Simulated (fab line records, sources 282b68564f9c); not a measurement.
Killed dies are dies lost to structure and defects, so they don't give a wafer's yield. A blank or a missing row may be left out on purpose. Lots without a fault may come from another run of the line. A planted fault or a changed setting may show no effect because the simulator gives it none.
fab line records | flow rit_cmos
record lots=15 wafers=45 last_day=7
route steps=202 shown ACTIVE@1 FOX1@21 NRETRO@62 REOX@101 M1@202
lots that met no fault: from a run of the same line without faults
start_h: hours from the record's first day to the start of the lot's first wafer shown | wait_h: hours since the lot's step before | " the same as in the row above | L1.1+2: a row that stands for several wafers | - no value, or no start given | * or withheld: withheld | < > ~ a bound
route shown NAME@n: a module of which the file shows steps, and the number in the route of the first | usual: mean/standard deviation of fault-free wafers | same: alike in all rows | chamber/n: place in a boat | sites: the reading at each site | _std_site: their standard deviation | _edge_site: outer sites' mean less inner sites' | radius_mm: how far each site lies from the wafer's centre | mask NAME#n: copy n | behind: the tool/chamber that last shaped the wafer | hold: why the lot was held/for how many hours/how that ended | device: the transistor (n, p or np) that didn't switch | end of line: the same wafers' tests at the end of the route | a step without rows: its recipe alone | killed: dies lost to structure and defects at the first sort, not the wafer's yield | map: a wafer's dies, x killed, . not, _ none there
set.NAME: the setting as run; set.NAME@STEP: as run at that earlier step | model.NAME: the simulator's own value behind a step, which no gauge read
steps of the route over a sample of lots; a table a step, a row a wafer
services: from which hour (start_h, from the record's first day; less than 0 if before it) a tool's chamber was out of use, for how many hours, and why
## steps
# step RIT_ACTIVE_BOW_MEAS_00
# recipe mode=bow
# usual INCOMING_BOW=0/6.4
# columns lot.wafer tool chamber start_h wait_h INCOMING_BOW[um]
L100.1 film_metro-01 - 10.00 - 1
L100.2 " - " " -7
L100.5 " - " " -2
L101.2 film_metro-03 - 15.02 - -10
L101.3 " - " " 3
L101.5 " - " " -2
L102.1 film_metro-03 - 20.00 - 0
L102.3 " - " " -3
L102.5 " - " " -4
L103.2 film_metro-03 - 25.02 - -1
L103.3 " - " " -3
L103.5 " - " " -7
L104.1 film_metro-01 - 30.00 - -1
L104.3 " - " " -5
L104.4 " - " " -1
L106.2 film_metro-03 - 40.02 - 8
L106.4 " - " " -5
L106.6 " - " " 2
L108.2 film_metro-01 - 50.02 - 1
L108.5 " - " " -2
L108.6 " - " " -4
L109.1 film_metro-01 - 55.00 - 16
L109.4 " - " " 9
L109.5 " - " " 0
L110.1 film_metro-01 - 60.00 - 3
L110.3 " - " " 2
L110.5 " - " " 6
L111.3 film_metro-03 - 65.04 - -8
L111.5 " - " " -4
L111.6 " - " " 1
L112.3 film_metro-04 - 70.04 - 1
L112.4 " - " " -7
L112.5 " - " " -5
L113.2 film_metro-03 - 75.02 - -7
L113.3 " - " " 14
L113.5 " - " " -7
L114.2 film_metro-03 - 80.02 - 7
L114.3 " - " " 7
L114.5 " - " " -2
L118.2 film_metro-04 - 100.02 - 3
L118.3 " - " " 6
L118.4 " - " " -2
L123.1 film_metro-01 - 125.00 - -8
L123.2 " - " " 5
L123.4 " - " " -2
# step RIT_FOX1_THK_MEAS_01
# recipe reads=SiO2_of_FOX1_OXIDATION_00
# usual FOX1_OXIDE_THK=349/4.7
# columns lot.wafer tool chamber start_h wait_h FOX1_OXIDE_THK[nm]
L100.1 film_metro-01 - 18.37 0.0 341
L100.2 " - " " 352
L100.5 " - " " 346
L101.2 film_metro-04 - 23.05 0.0 350
L101.3 " - " " 354
L101.5 " - " " 350
L102.1 film_metro-02 - 27.73 0.0 352
L102.3 " - " " 345
L102.5 " - " " 346
L103.2 film_metro-01 - 32.53 0.0 351
L103.3 " - " " 349
L103.5 " - " " 346
L104.1 film_metro-01 - 38.17 0.0 355
L104.3 " - " " 355
L104.4 " - " " 348
L106.2 film_metro-04 - 46.92 0.0 349
L106.4 " - " " 355
L106.6 " - " " 350
L108.2 film_metro-01 - 56.87 0.0 354
L108.5 " - " " 353
L108.6 " - " " 350
L109.1 film_metro-01 - 62.68 0.0 343
L109.4 " - " " 350
L109.5 " - " " 346
L110.1 film_metro-01 - 67.23 0.0 352
L110.3 " - " " 349
L110.5 " - " " 352
L111.3 film_metro-01 - 72.47 0.0 354
L111.5 " - " " 351
L111.6 " - " " 352
L112.3 film_metro-01 - 77.45 0.0 344
L112.4 " - " " 345
L112.5 " - " " 348
L113.2 film_metro-04 - 81.99 0.0 356
L113.3 " - " " 348
L113.5 " - " " 348
L114.2 film_metro-04 - 86.99 0.0 344
L114.3 " - " " 353
L114.5 " - " " 348
L118.2 film_metro-02 - 106.85 0.0 355
L118.3 " - " " 353
L118.4 " - " " 356
L123.1 film_metro-04 - 131.82 0.0 350
L123.2 " - " " 351
L123.4 " - " " 347
# step RIT_NRETRO_STRIP_09
# recipe chemistry=O2 time_s=180 resist=NOVOLAK platen_temp_c=withheld power_w=500 pressure_mtorr=4000 o2_flow_sccm=4000
# usual chamber_pressure_mTorr=4000/4.2 drypump_motor_current_A=5.5/0.35
# same time_s=180
# columns lot.wafer tool chamber start_h wait_h chamber_pressure_mTorr drypump_motor_current_A rf_hours_counter_h
L100.1 plasma_asher-02 0 31.17 0.1 3995 6.1 37
L100.2 " 1 " " 3997 5.5 37
L100.5 " 1 " " 4004 5.5 -
L101.2 plasma_asher-02 0 35.99 0.1 3991 6.1 37
L101.3 " 1 " " 4000 5.5 -
L101.5 " 1 " " 4001 5.5 -
L102.1 plasma_asher-02 0 40.46 0.1 4006 6.1 38
L102.3 " 0 " " 3998 6.1 -
L102.5 " 0 " " 4000 6.1 -
L103.2 plasma_asher-02 0 44.97 0.1 4000 6.1 39
L103.3 " 1 " " 4006 5.5 -
L103.5 " 1 " " 4002 5.5 -
L104.1 plasma_asher-02 0 50.84 0.1 3996 6.0 39
L104.3 " 0 " " 4001 6.1 -
L104.4 " 1 " " 4003 5.5 -
L106.2 plasma_asher-04 0 59.82 0.1 3990 5.5 26
L106.4 " 0 " " 3998 5.4 -
L106.6 " 1 " " 3998 5.3 -
L108.2 plasma_asher-02 0 69.35 0.1 4003 6.1 41
L108.5 " 0 " " 3992 6.1 -
L108.6 " 1 " " 3991 5.5 -
L109.1 plasma_asher-03 1 76.18 0.1 3998 5.1 45
L109.4 " 0 " " 3995 5.4 -
L109.5 " 1 " " 3996 5.1 -
L110.1 plasma_asher-02 1 79.63 0.1 3999 5.5 42
L110.3 " 1 " " 4002 5.5 -
L110.5 " 1 " " 3993 5.5 -
L111.3 plasma_asher-03 0 85.72 0.1 3999 5.4 -
L111.5 " 0 " " 3996 5.4 -
L111.6 " 1 " " 3999 5.1 -
L112.3 plasma_asher-03 0 90.03 0.1 3996 5.4 -
L112.4 " 1 " " 4008 5.1 -
L112.5 " 0 " " 4004 5.4 -
L113.2 plasma_asher-03 0 94.33 0.1 3996 5.4 47
L113.3 " 0 " " 4003 5.4 -
L113.5 " 0 " " 4005 5.3 -
L114.2 plasma_asher-03 0 99.39 0.1 4005 5.4 47
L114.3 " 0 " " 3997 5.4 -
L114.5 " 1 " " 4001 5.1 -
L118.2 plasma_asher-04 0 119.31 0.1 4021 5.5 33
L118.3 " 0 " " 3997 5.5 -
L118.4 " 1 " " 4001 5.3 -
L123.1 plasma_asher-04 1 144.56 0.1 4003 5.3 35
L123.2 " 0 " " 4006 5.4 35
L123.4 " 0 " " 4003 5.5 -
# step RIT_REOX_OXIDATION_03
# recipe temp_c=900 ambient=O2 target_thk_a=252 ox_time_s=5580
# usual ox_temp_c=900.1/0.4 tube_center_temp_C=900/0.086 tube_center_temp_C_max=902.3/0.39 zone_power_source_pct=26.8/1.8
# columns lot.wafer tool chamber start_h wait_h ox_temp_c tube_center_temp_C tube_center_temp_C_max zone_power_source_pct
L100.1 furnace-04 0 39.34 0.5 900.6 899.97 902.4 28.5
L100.2 " 0 " " 900.1 899.91 901.7 28.3
L100.5 " 0 " " 900.1 900.07 903.0 28.4
L101.2 furnace-03 0 43.74 0.0 899.7 900.08 902.1 27.0
L101.3 " 0 " " 899.7 900.11 902.7 26.9
L101.5 " 0 " " 900.4 899.99 902.1 26.8
L102.1 furnace-03 0 48.05 0.0 900.0 900.01 902.8 27.1
L102.3 " 0 " " 899.1 899.76 903.2 26.8
L102.5 " 0 " " 899.6 900.17 902.0 26.8
L103.2 furnace-01 0 52.47 0.0 900.1 899.99 902.3 24.8
L103.3 " 0 " " 900.3 900.16 902.1 24.8
L103.5 " 0 " " 900.3 899.94 902.7 24.4
L104.1 furnace-03 0 58.82 0.0 899.8 899.92 901.8 26.7
L104.3 " 0 " " 899.8 900.01 902.5 27.0
L104.4 " 0 " " 899.6 899.83 902.0 26.7
L106.2 furnace-01 0 68.02 0.0 899.6 900.04 902.9 24.5
L106.4 " 0 " " 899.9 899.85 902.2 24.1
L106.6 " 0 " " 899.9 900 902.2 24.8
L108.2 furnace-03 0 78.60 0.0 899.8 899.99 902.3 26.5
L108.5 " 0 " " 900.0 900.06 903.1 26.9
L108.6 " 0 " " 899.9 899.94 902.2 27.2
L109.1 furnace-04 0 83.85 0.0 899.5 900.1 902.2 28.6
L109.4 " 0 " " 899.9 899.99 903.0 29.1
L109.5 " 0 " " 900.5 899.95 901.8 29.2
L110.1 furnace-04 0 89.14 0.4 899.5 899.96 903.4 28.9
L110.3 " 0 " " 899.8 899.94 902.2 28.5
L110.5 " 0 " " 900.1 900.24 903.0 28.9
L110.1 furnace-04 0 91.85 0.2 900.0 899.92 902.5 28.5
L110.3 " 0 " " 900.0 899.96 902.5 29.0
L110.5 " 0 " " 899.8 900 903.2 29.1
L111.3 furnace-01 0 93.13 0.0 900.2 900.08 902.9 24.6
L111.5 " 0 " " 899.9 899.94 902.3 24.1
L111.6 " 0 " " 899.8 899.95 902.1 24.3
L112.3 furnace-01 0 97.87 0.4 900.1 900.05 902.0 24.2
L112.4 " 0 " " 900.1 899.91 902.1 24.4
L112.5 " 0 " " 900.3 899.95 902.4 24.5
L113.2 furnace-04 0 103.62 0.0 899.6 900.03 902.2 28.4
L113.3 " 0 " " 900.3 899.82 902.3 28.9
L113.5 " 0 " " 899.6 900.07 903.1 28.9
L113.2 furnace-04 0 106.34 0.2 900.3 899.97 902.3 28.7
L113.3 " 0 " " 900.6 900.03 902.5 29.0
L113.5 " 0 " " 900.3 899.94 901.7 29.2
L114.2 furnace-03 0 108.33 0.9 900.4 900.05 902.4 26.9
L114.3 " 0 " " 900.0 899.92 902.0 26.8
L114.5 " 0 " " 899.5 899.99 902.1 26.8
L114.2 furnace-01 0 111.95 1.1 900.2 900 902.0 24.5
L114.3 " 0 " " 900.3 899.98 902.8 24.9
L114.5 " 0 " " 900.5 900.03 902.7 24.8
L118.2 furnace-04 0 127.48 0.3 900.5 899.93 902.1 28.6
L118.3 " 0 " " 900.4 900.03 902.8 28.7
L118.4 " 0 " " 900.3 900 902.5 28.7
L123.1 furnace-01 0 152.82 0.6 900.0 899.9 901.6 24.5
L123.2 " 0 " " 899.7 899.9 902.6 24.2
L123.4 " 0 " " 900.0 900.04 902.0 24.4
# step RIT_REOX_THK_MEAS_04
# recipe reads=SiO2_of_REOX_OXIDATION_03
# usual REOX_OXIDE_THK=25.0/0.51
# columns lot.wafer tool chamber start_h wait_h REOX_OXIDE_THK[nm]
L100.1 film_metro-04 - 41.89 0.0 25.2
L100.2 " - " " 25.1
L100.5 " - " " 24.8
L101.2 film_metro-04 - 46.30 0.0 24.6
L101.3 " - " " 24.4
L101.5 " - " " 24.6
L102.1 film_metro-02 - 50.60 0.0 25.3
L102.3 " - " " 24.9
L102.5 " - " " 25.2
L103.2 film_metro-02 - 55.03 0.0 25.0
L103.3 " - " " 24.9
L103.5 " - " " 25.4
L104.1 film_metro-04 - 61.37 0.0 25.2
L104.3 " - " " 25.0
L104.4 " - " " 24.5
L106.2 film_metro-02 - 70.58 0.0 24.9
L106.4 " - " " 24.9
L106.6 " - " " 24.9
L108.2 film_metro-03 - 81.16 0.0 25.0
L108.5 " - " " 25.4
L108.6 " - " " 25.3
L109.1 film_metro-02 - 86.40 0.0 25.0
L109.4 " - " " 25.1
L109.5 " - " " 24.8
L110.1 film_metro-04 - 94.52 0.1 39.2
L110.3 " - " " 39.9
L110.5 " - " " 39.7
L111.3 film_metro-04 - 95.70 0.0 25.9
L111.5 " - " " 26.2
L111.6 " - " " 25.7
L112.3 film_metro-03 - 100.44 0.0 26.1
L112.4 " - " " 25.9
L112.5 " - " " 25.5
L113.2 film_metro-03 - 108.90 0.0 39.9
L113.3 " - " " 39.6
L113.5 " - " " 40.3
L114.2 film_metro-02 - 114.51 0.0 41.2
L114.3 " - " " 40.9
L114.5 " - " " 41.3
L118.2 film_metro-02 - 130.04 0.0 23.9
L118.3 " - " " 23.7
L118.4 " - " " 23.7
L123.1 film_metro-03 - 155.37 0.0 25.0
L123.2 " - " " 24.8
L123.4 " - " " 24.8
# step RIT_M1_PROBE_99
# usual killed_at_M0_to_M3=0.0/0.083 killed_at_contacts=0.1/0.31 killed_at_front_end=7/3.1 killed_dies=7/3.1 killed_open=3.3/1.9 killed_short=3.3/2
# same gross_dies=264 killed_at_M4_up=0 killed_at_back_side=0 killed_at_other=0
# columns lot.wafer tool chamber start_h wait_h killed_at_M0_to_M3 killed_at_contacts killed_at_front_end killed_dies killed_open killed_short
L108.2 prober-01 - 97.58 0.1 0 0 7 7 4 3
L108.5 prober-01 - 97.73 0.2 0 0 4 4 2 2
L108.6 prober-01 - 97.78 0.2 0 0 9 9 7 2
L110.1 prober-01 - 113.27 0.1 0 0 3 3 2 1
L110.3 prober-01 - 113.37 0.2 0 0 4 4 4 0
L110.5 prober-01 - 113.47 0.2 0 0 2 2 1 1
L114.2 prober-01 - 132.75 0.1 0 0 6 6 1 5
L114.3 prober-01 - 132.80 0.2 0 0 6 6 4 2
L114.5 prober-01 - 132.90 0.2 0 0 7 7 1 6
L113.2 prober-01 - 133.36 0.1 0 0 6 6 2 4
L113.3 prober-01 - 133.41 0.2 0 0 9 9 5 4
L113.5 prober-01 - 133.51 0.2 0 0 12 12 5 7
# killed by level:class
L108.2 FOX1:geometric_particle:open=2 REOX:geometric_particle:short=2 FOX1:geometric_particle:short=1 GATE:geometric_particle:open=1 SILICIDE:geometric_particle:open=1
L108.5 FOX1:geometric_particle:short=1 GATE:geometric_particle:open=1 GATE:geometric_particle:short=1 SILICIDE:geometric_particle:open=1
L108.6 GATE:geometric_particle:open=3 SILICIDE:geometric_particle:open=2 FOX1:geometric_particle:open=1 FOX1:geometric_particle:short=1 SPACER:geometric_particle:open=1 SPACER:geometric_particle:short=1
L110.1 GATE:geometric_particle:open=1 REOX:geometric_particle:open=1 SILICIDE:geometric_particle:short=1
L110.3 GATE:geometric_particle:open=2 REOX:geometric_particle:open=2
L110.5 GATE:geometric_particle:short=1 SILICIDE:geometric_particle:open=1
L114.2 REOX:geometric_particle:short=2 FOX1:geometric_particle:short=1 GATE:geometric_particle:short=1 REOX:geometric_particle:open=1 SILICIDE:geometric_particle:short=1
L114.3 GATE:geometric_particle:open=2 SILICIDE:geometric_particle:open=2 GATE:geometric_particle:short=1 SILICIDE:geometric_particle:short=1
L114.5 GATE:geometric_particle:short=3 FOX1:geometric_particle:short=1 FOX2:geometric_particle:open=1 REOX:geometric_particle:short=1 SPACER:geometric_particle:short=1
L113.2 GATE:geometric_particle:short=3 FOX1:geometric_particle:short=1 GATE:geometric_particle:open=1 REOX:geometric_particle:open=1
L113.3 REOX:geometric_particle:open=2 SILICIDE:geometric_particle:short=2 FOX2:geometric_particle:open=1 GATE:geometric_particle:open=1 GATE:geometric_particle:short=1 REOX:geometric_particle:short=1 SILICIDE:geometric_particle:open=1
L113.5 GATE:geometric_particle:open=3 REOX:geometric_particle:open=2 REOX:geometric_particle:short=2 SILICIDE:geometric_particle:short=2 FOX1:geometric_particle:short=1 GATE:geometric_particle:short=1 SPACER:geometric_particle:short=1
## services
# columns tool chamber start_h hours kind
furnace-04 - 19.16 2.9 pm
plasma_asher-04 - 30.02 10.5 repair
furnace-03 - 67.77 4.2 pm
furnace-03 - 88.29 3.0 pm
furnace-04 - 98.13 3.6 pm
furnace-01 - 132.26 3.1 pm
## key
first_sign step=RIT_REOX_OXIDATION_03 reading=visit direction=added
effect step=RIT_REOX_THK_MEAS_04 reading=REOX_OXIDE_THK direction=up sigmas=30 usual=25.0 struck=40.2
met_at RIT_REOX_OXIDATION_03
struck_lots L110,L113,L114
tester_left_out L110,L113,L114
not_acting_at RIT_ACTIVE_BOW_MEAS_00,RIT_FOX1_THK_MEAS_01,RIT_NRETRO_STRIP_09
fault kind=repeated_step_whole tool=furnace-01,furnace-03,furnace-04 chamber=- onset_h=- steps=RIT_REOX_OXIDATION_03 times=1 scope=struck_lots_only
# tester_left_out: of these lots the tester's yield and bins aren't shown, on N5 and GAA mostly nor the transistor test; their killed dies are dies lost to structure and defects alone, not to doping, threshold or leakage, so they don't give the yield
